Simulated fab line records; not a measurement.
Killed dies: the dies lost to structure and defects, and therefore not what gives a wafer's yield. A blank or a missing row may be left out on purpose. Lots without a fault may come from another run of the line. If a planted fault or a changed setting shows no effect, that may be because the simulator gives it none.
The tool behind it: which one?	flow ritCmos	45 wafers from 15 lots sampled at 7 of the route's 202 steps

WHAT THE GAUGES READ, wafer by wafer
RIT_PWELL_TW_MEAS_10. Usual: PWELL_TW 959, standard deviation 7.2.
lot	measured	on	PWELL_TW	flag
L492	day 2 00:58	filmMetro-03	960 959 953	
L494	day 2 10:43	filmMetro-03	30 30 30	OFF
L495	day 2 14:14	filmMetro-04	30 31 31	OFF
L496	day 2 22:47	filmMetro-01	30 30 30	OFF
L497	day 3 02:02	filmMetro-04	962 961 959	
L498	day 3 09:24	filmMetro-04	955 960 958	
L499	day 3 16:02	filmMetro-04	963 961 964	
L506	day 4 22:23	filmMetro-01	949 954 950	
L507	day 5 04:59	filmMetro-04	964 968 966	
L509	day 5 15:37	filmMetro-01	953 952 957	
L510	day 5 21:02	filmMetro-01	953 951 950	
L511	day 6 01:02	filmMetro-03	967 969 966	
L513	day 6 11:09	filmMetro-03	965 970 969	
L514	day 6 15:28	filmMetro-01	951 947 942	
L515	day 6 18:17	filmMetro-04	955 959 960	

RIT_NRETRO_TW_MEAS_10. Usual: NRETRO_TW 1054, standard deviation 7.2.
lot	measured	on	NRETRO_TW	flag
L492	day 2 08:01	filmMetro-03	1051 1060 1053	
L494	day 2 18:16	filmMetro-02	30 30 30	OFF
L495	day 2 23:02	filmMetro-03	30 30 30	OFF
L496	day 3 07:43	filmMetro-01	30 30 30	OFF
L497	day 3 12:01	filmMetro-03	1066 1064 1066	
L498	day 3 17:07	filmMetro-03	1066 1060 1057	
L499	day 3 23:38	filmMetro-01	1049 1050 1047	
L506	day 5 06:16	filmMetro-02	1047 1041 1048	
L507	day 5 12:07	filmMetro-03	1065 1066 1059	
L509	day 5 22:50	filmMetro-01	1052 1057 1052	
L510	day 6 04:37	filmMetro-01	1043 1049 1048	
L511	day 6 09:57	filmMetro-03	1069 1070 1064	
L513	day 6 19:23	filmMetro-01	1044 1043 1044	
L514	day 6 23:55	filmMetro-02	1050 1052 1049	
L515	day 7 01:33	filmMetro-03	1062 1059 1062	

RIT_PRETRO_TW_MEAS_10. Usual: PRETRO_TW 479, standard deviation 4.2.
lot	measured	on	PRETRO_TW	flag
L492	day 2 09:42	filmMetro-04	482 485 481	
L494	day 2 19:49	filmMetro-04	31 31 31	OFF
L495	day 3 00:43	filmMetro-02	30 30 30	OFF
L496	day 3 09:32	filmMetro-03	30 30 30	OFF
L497	day 3 13:34	filmMetro-02	472 478 472	
L498	day 3 18:40	filmMetro-03	483 482 483	
L499	day 4 01:11	filmMetro-03	480 483 480	
L506	day 5 08:01	filmMetro-02	474 474 477	
L507	day 5 13:49	filmMetro-02	476 473 473	
L509	day 6 00:23	filmMetro-02	475 470 476	
L510	day 6 06:25	filmMetro-02	476 475 475	
L511	day 6 11:34	filmMetro-04	485 479 484	
L513	day 6 21:04	filmMetro-02	480 474 475	
L514	day 7 01:53	filmMetro-04	478 480 479	
L515	day 7 03:13	filmMetro-03	478 481 481	

RIT_SDANNEAL_RS_MEAS_04: a four-point-probe measurement. Usual: PSD_RS 116.14 ohm/sq, standard deviation 0.29.
lot	measured	on	PSD_RS (ohm/sq)	flag
L492	day 3 06:21	filmMetro-03	116.07 116.29 116.38	
L494	day 3 20:24	filmMetro-02	116.39 115.98 116.43	
L495	day 3 23:16	filmMetro-02	115.74 116.12 116.11	
L496	day 4 06:05	filmMetro-02	116.22 115.82 116.02	
L497	day 4 09:10	filmMetro-03	116.02 116.23 116.27	
L498	day 4 15:07	filmMetro-01	116.35 116.91 116.74	
L499	day 4 21:10	filmMetro-03	116.55 116.52 116.50	
L506	day 6 05:49	filmMetro-03	116.40 116.41 116.39	
L507	day 6 08:15	filmMetro-03	116.13 116.14 116.46	
L509	day 6 20:19	filmMetro-03	116.46 116.42 116.59	
L510	day 7 02:43	filmMetro-02	115.72 116.00 115.77	
L511	day 7 06:12	filmMetro-03	115.58 115.54 115.61	
L513	day 7 17:01	filmMetro-01	115.99 116.00 116.06	
L514	day 7 21:20	filmMetro-02	116.22 115.92 116.26	
L515	day 7 22:17	filmMetro-02	116.08 115.95 115.97	

EACH LOT AND THE TOOL THAT RAN IT (in order: tool; ch and the chambers of the sampled wafers; start)
lot	RIT_NWELL_STRIP_09	RIT_PLDD_STRIP_09	RIT_PSD_STRIP_09
L492	plasmaAsher-04 ch 0,1, day 1 23:07	plasmaAsher-02 ch 0,1, day 2 23:43	plasmaAsher-02 ch 0,1, day 3 05:20
L494	plasmaAsher-04 ch 0, day 2 08:52	plasmaAsher-02 ch 0,1, day 3 14:03	plasmaAsher-04 ch 0,1, day 3 19:32
L495	plasmaAsher-02 ch 1, day 2 12:23	plasmaAsher-01 ch 0,1, day 3 16:56	plasmaAsher-03 ch 0,1, day 3 22:34
L496	plasmaAsher-02 ch 0, day 2 20:55	plasmaAsher-04 ch 0,1, day 3 23:23	plasmaAsher-02 ch 0,1, day 4 05:23
L497	plasmaAsher-04 ch 0,1, day 3 00:19	plasmaAsher-01 ch 0,1, day 4 02:52	plasmaAsher-03 ch 1, day 4 08:28
L498	plasmaAsher-02 ch 1, day 3 07:39	plasmaAsher-02 ch 0, day 4 08:26	plasmaAsher-04 ch 0,1, day 4 14:25
L499	plasmaAsher-03 ch 0,1, day 3 14:17	plasmaAsher-01 ch 0,1, day 4 14:43	plasmaAsher-03 ch 0,1, day 4 20:25
L506	plasmaAsher-04 ch 0,1, day 4 20:40	plasmaAsher-01 ch 0,1, day 5 23:29	plasmaAsher-03 ch 0,1, day 6 05:07
L507	plasmaAsher-04 ch 0,1, day 5 03:15	plasmaAsher-02 ch 0,1, day 6 02:02	plasmaAsher-03 ch 0,1, day 6 07:25
L509	plasmaAsher-02 ch 0,1, day 5 13:55	plasmaAsher-01 ch 0,1, day 6 13:39	plasmaAsher-03 ch 0,1, day 6 19:26
L510	plasmaAsher-03 ch 0,1, day 5 19:11	plasmaAsher-02 ch 0,1, day 6 19:50	plasmaAsher-02 ch 0,1, day 7 01:41
L511	plasmaAsher-04 ch 0,1, day 5 23:14	plasmaAsher-04 ch 0,1, day 6 23:50	plasmaAsher-04 ch 0,1, day 7 05:32
L513	plasmaAsher-02 ch 0,1, day 6 09:19	plasmaAsher-04 ch 0,1, day 7 10:38	plasmaAsher-02 ch 0,1, day 7 16:20
L514	plasmaAsher-04 ch 0,1, day 6 13:46	plasmaAsher-01 ch 0,1, day 7 15:13	plasmaAsher-04 ch 0,1, day 7 20:42
L515	plasmaAsher-04 ch 0,1, day 6 16:33	plasmaAsher-02 ch 0,1, day 7 15:12	plasmaAsher-02 ch 0,1, day 7 21:37
- RIT_NWELL_STRIP_09: strips in O2, time 180 s.
- RIT_PLDD_STRIP_09: strips in O2, time 180 s.
- RIT_PSD_STRIP_09: strips in O2, time 180 s.

WHAT THE TOOLS THEMSELVES READ (means of the sampled wafers that have a number; where no wafer has one, the mark that the record gives instead)
RIT_NWELL_STRIP_09. Usual: chamberPressureMTorr 4000 mTorr, standard deviation 3.4; drypumpMotorCurrentA 5.96 A, standard deviation 0.25.
lot	tool	chamberPressureMTorr (mTorr)	drypumpMotorCurrentA (A)	flag
L492	plasmaAsher-04	4002	5.83	
L494	plasmaAsher-04	-	-	OFF
L495	plasmaAsher-02	-	-	OFF
L496	plasmaAsher-02	-	-	OFF
L497	plasmaAsher-04	3998	6.08	
L498	plasmaAsher-02	4001	5.85	
L499	plasmaAsher-03	4001	6.04	
L506	plasmaAsher-04	4002	6.05	
L507	plasmaAsher-04	3998	5.84	
L509	plasmaAsher-02	3998	5.93	
L510	plasmaAsher-03	4001	6.07	
L511	plasmaAsher-04	4001	6.05	
L513	plasmaAsher-02	4004	5.88	
L514	plasmaAsher-04	3999	5.83	
L515	plasmaAsher-04	4001	6.05	

RIT_PLDD_STRIP_09. Usual: chamberPressureMTorr 4000 mTorr, standard deviation 3.6; drypumpMotorCurrentA 5.88 A, standard deviation 0.24.
lot	tool	chamberPressureMTorr (mTorr)	drypumpMotorCurrentA (A)	flag
L492	plasmaAsher-02	3997	5.90	
L494	plasmaAsher-02	3999	5.93	
L495	plasmaAsher-01	3999	5.90	
L496	plasmaAsher-04	4000	5.79	
L497	plasmaAsher-01	4003	5.90	
L498	plasmaAsher-02	4002	5.95	
L499	plasmaAsher-01	4000	5.73	
L506	plasmaAsher-01	4002	5.91	
L507	plasmaAsher-02	3999	5.93	
L509	plasmaAsher-01	4002	5.91	
L510	plasmaAsher-02	3995	5.93	
L511	plasmaAsher-04	4000	6.05	
L513	plasmaAsher-04	4002	5.82	
L514	plasmaAsher-01	4002	5.90	
L515	plasmaAsher-02	3999	5.90	

RIT_PSD_STRIP_09. Usual: chamberPressureMTorr 4000 mTorr, standard deviation 3.8; drypumpMotorCurrentA 6.00 A, standard deviation 0.24.
lot	tool	chamberPressureMTorr (mTorr)	drypumpMotorCurrentA (A)	flag
L492	plasmaAsher-02	3998	5.90	
L494	plasmaAsher-04	4001	5.83	
L495	plasmaAsher-03	3999	6.04	
L496	plasmaAsher-02	3999	5.89	
L497	plasmaAsher-03	4001	6.31	
L498	plasmaAsher-04	4003	5.84	
L499	plasmaAsher-03	3997	6.08	
L506	plasmaAsher-03	4001	6.16	
L507	plasmaAsher-03	3999	6.04	
L509	plasmaAsher-03	3994	6.05	
L510	plasmaAsher-02	4001	5.89	
L511	plasmaAsher-04	3998	5.80	
L513	plasmaAsher-02	4002	5.91	
L514	plasmaAsher-04	3997	6.08	
L515	plasmaAsher-02	4002	5.92	

THE ANSWER, worked out from the rows above alone
Rule: a lot counts as off when the mean over its wafers that have a number is more than 3 standard deviations away from the usual mean. A lot without any number at a reading at which 4 lots or more have one is off too. The other lots that the step has rows for count as sound. First the gauges in route order, then the tools' own readings, where a lot's mean is used as printed above. The first step at which some lot is off is used, and at that step the reading that is off furthest; a lot without a number counts as furthest.
Off: L494, L495, L496, seen at RIT_PWELL_TW_MEAS_10 (PWELL_TW).
If a tool, at a process step before that reading, ran all the lots that are off and no sound lot after the first of them, it fits. Not tried: the gauges at RIT_PWELL_TW_MEAS_10; whatever is off there is also off at RIT_NWELL_STRIP_09, on other tools, and gauge error can't account for it. None of those tried fits.

WHAT THE SIMULATOR PUT IN
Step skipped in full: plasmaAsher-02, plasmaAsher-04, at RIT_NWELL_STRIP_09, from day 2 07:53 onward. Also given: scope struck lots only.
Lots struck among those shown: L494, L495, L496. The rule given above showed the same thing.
